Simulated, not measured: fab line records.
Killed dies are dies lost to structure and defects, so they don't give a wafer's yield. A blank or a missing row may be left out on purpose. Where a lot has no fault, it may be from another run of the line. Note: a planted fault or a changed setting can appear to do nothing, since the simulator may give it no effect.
Code-filled problem report in 8D (eight disciplines) form + flow rit-cmos + the parts of the form that need people (team, actions taken, sign-off) are left out

== 1. WHAT IS WRONG ==
At RIT_SPACER_ETCHBACK_05, rf-fwd-power-W averages 374.0 W over 6 wafers from 2 lots, while fault-free wafers read 249.2 W, standard deviation 0.81. That is +99 or more standard deviations from the usual mean.
The step: etches Si3N4 in SF6/CHF3, stops on SiO2, target depth 250 nm, time 240 s.
First observed at day 6 02:33: wafer L259.2, on rie-diel-04. The record holds 18 wafers of 6 lots with a number at this step. Rule for "out", or "out of limits": more than 4 standard deviations from the usual mean. The rest of the wafers with a number are treated as sound.

== 2. WHAT IT IS, WHAT IT ISN'T ==
| question                    | is                     | is not                                                                   |
|-----------------------------|------------------------|--------------------------------------------------------------------------|
| which readings at this step | rf-fwd-power-W         | drypump-motor-current-A, oes-product-au, throttle-valve-pct              |
| which lots                  | L259, L260             | L246, L247, L261, L268                                                   |
| which wafers of those lots  | all that have a number | -                                                                        |
| read on which tools         | rie-diel-04            | rie-diel-01, rie-diel-03                                                 |
| when                        | from day 6 02:33       | up to then (6 sound wafers); but 6 sound wafers of L261, L268 came after |

== 3. THE SUSPECTS, EACH WITH WHAT RULES IT OUT ==
Counting: a tool at a process step up to the reading stays a suspect if it ran every lot that is out and no sound lot after the first of them.
- rie-diel-04 at RIT_SPACER_ETCHBACK_05 (etches Si3N4 in SF6/CHF3, stops on SiO2, target depth 250 nm, time 240 s): kept. All lots that are out passed through it, beginning with L259 at day 6 02:33, and no sound lot followed; its final sound lot before that point was L247 at day 3 18:27. Out on those wafers are its own readings of rf-fwd-power-W.
After counting, what remains is rie-diel-04 at RIT_SPACER_ETCHBACK_05.

== 4. THE CAUSE (what the simulator had put in) ==
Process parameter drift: rie-diel-04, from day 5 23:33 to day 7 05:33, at RIT_SPACER_ETCHBACK_05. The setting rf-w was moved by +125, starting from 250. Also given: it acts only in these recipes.
Only this tool survived the counting.

== 5. THE EFFECT CHAIN, in route order ==
Rows list readings where the struck wafers' mean (over those with a number) sits beyond 3 standard deviations from the usual. Only readings whose record carries a usual standard deviation are examined. hours: median over the lots of the time between each lot's start at the first step of this table that gives one and its start at this step. sigmas: the change, counted in usual standard deviations.
| hours | step                   | reading        | usual   | on struck wafers | change | sigmas      |
|-------|------------------------|----------------|---------|------------------|--------|-------------|
| 0     | RIT_SPACER_ETCHBACK_05 | rf-fwd-power-W | 249.2 W | 374.0            | +124.8 | +99 or more |
Its process steps:
- RIT_SPACER_ETCHBACK_05: etches Si3N4 in SF6/CHF3, stops on SiO2, target depth 250 nm, time 240 s.
Later steps that measure or inspect, where all struck wafers having a row at the step show a number for every such reading and not one has moved that far: RIT_NSD_OVL_MEAS_06, RIT_NSD_TW_MEAS_10, RIT_PSD_OVL_MEAS_06, RIT_PSD_TW_MEAS_10, RIT_SDANNEAL_RS_MEAS_04, RIT_SDANNEAL_RS_MEAS_05, RIT_SDANNEAL_RS_MEAS_06.

== 6. WHAT WOULD HAVE CAUGHT IT SOONER ==
The fault began at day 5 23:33; the first out-of-limits reading in this record came at day 6 02:33, 3 hours later.
